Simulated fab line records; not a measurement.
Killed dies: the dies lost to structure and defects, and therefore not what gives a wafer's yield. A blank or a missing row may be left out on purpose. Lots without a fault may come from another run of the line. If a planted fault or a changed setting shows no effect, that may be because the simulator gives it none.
Chamber matching    flow berkeley_cmos170    UCB170_V1_CMP_02 on cmp-01: 4 sister chambers
The step polishes SiO2. 4 wafers are shown with their chamber, then 7 later ones without.

WAFERS, EACH WITH ITS CHAMBER
wafer   chamber  edge_zone_pressure_frac
L498.1  2        1.003
L498.3  0        0.993
L510.2  1        0.998
L510.5  3        1.000

WAFERS WITHOUT THEIR CHAMBER
wafer   edge_zone_pressure_frac
L510.6  1.001
L509.1  1.005
L509.3  1.000
L509.4  1.006
L514.3  0.997
L514.4  1.002
L514.5  1.005

CHAMBER TAKEN BY EACH
wafer   from the rows above           in truth
L510.6  can't be placed: 3 or 2 or 1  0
L509.1  can't be placed: 2 or 3       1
L509.3  can't be placed: 3 or 1 or 2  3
L509.4  can't be placed: 2 or 3       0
L514.3  can't be placed: 1 or 3 or 0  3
L514.4  can't be placed: 2 or 3 or 1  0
L514.5  can't be placed: 2 or 3       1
Placed correctly: 0 of 7. Cannot be placed on the basis of these rows: 7; the candidates contain the true chamber in 2. Wrongly placed: 0.
How it was worked out, from the rows above alone: a wafer's distance from a chamber is the root of the sum, over the readings, of the square of ((its reading less the chamber's mean) divided by the reading's scatter). The wafer belongs to the nearest chamber; if the next one is less than 2 further off, it can't be placed. The mean given for a chamber averages the wafers shown for that chamber. The scatter (one wafer shown for each chamber): square how far every hidden wafer sits from the nearest shown wafer, average those squares and take the square root.
